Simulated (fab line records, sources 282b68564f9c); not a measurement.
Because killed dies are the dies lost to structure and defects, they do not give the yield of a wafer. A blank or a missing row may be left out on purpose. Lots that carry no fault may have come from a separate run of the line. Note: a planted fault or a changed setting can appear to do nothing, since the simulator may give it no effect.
2 desks, one fault -- flow ritCmos -- every desk sees just its own numbers, and what lay behind them comes last

AT THE METROLOGY DESK
What the gauges read for every lot (on any tool): the sampled wafers with a number, averaged. The brackets show how far a lot's mean lies from the usual mean; more than 4 standard deviations puts the lot out of limits, marked OUT.
Columns: A = CONTACT_TEOS_THK at RIT_CONTACT_THK_MEAS_01, usual 400 nm; B = cdNm at RIT_CONTACT_CD_MEAS_08, usual 999.9 nm; C = CONTACT_OVL at RIT_CONTACT_OVL_MEAS_09, usual -0.3 nm
lot,first seen here,A,B,C
L323,day 3 06:55,404,1001.1,2.2
L331,day 5 01:11,395,1000.8,-0.9
L341,day 7 02:27,400,1002.8,-0.3
L343,day 7 12:11,402,997.7,-0.6
L345,day 7 19:25,401,1005.6,-1.4
Finding of this desk: none of the 5 lots has anything out of limits.

THE TOOL OWNER'S DESK: rieDiel-03
The tool's own readings at RIT_CONTACT_ETCH_11 (etches SiO2 in CHF3/CF4/Ar, stops on TiSi2, target depth 480 nm, time 320 s): means of the sampled wafers that have a number, for each lot that ran on this tool. The brackets show how far a lot's mean lies from the usual mean; more than 4 standard deviations puts the lot out of limits, marked OUT.
Columns: A = O2_flow_sccm at RIT_CONTACT_ETCH_11, usual 5.001 sccm; B = drypumpMotorCurrentA at RIT_CONTACT_ETCH_11, usual 5.5 A; C = oesProductAu at RIT_CONTACT_ETCH_11, usual 0.993 a.u.; D = throttleValvePct at RIT_CONTACT_ETCH_11, usual 8.84 %
lot,first seen here,A,B,C,D
L331,day 5 02:47,5.005,5.7,0.987,8.98
L341,day 7 03:49,5.031,6.0,0.977,9.03
L345,day 7 20:44,4.996,5.5,0.995,8.95
Finding of this desk: none of the 3 lots has anything out of limits.

TAKEN TOGETHER
The metrology desk saw nothing out of limits.
The tool owner's desk saw nothing out of limits.

WHAT THE SIMULATOR HAD PUT IN
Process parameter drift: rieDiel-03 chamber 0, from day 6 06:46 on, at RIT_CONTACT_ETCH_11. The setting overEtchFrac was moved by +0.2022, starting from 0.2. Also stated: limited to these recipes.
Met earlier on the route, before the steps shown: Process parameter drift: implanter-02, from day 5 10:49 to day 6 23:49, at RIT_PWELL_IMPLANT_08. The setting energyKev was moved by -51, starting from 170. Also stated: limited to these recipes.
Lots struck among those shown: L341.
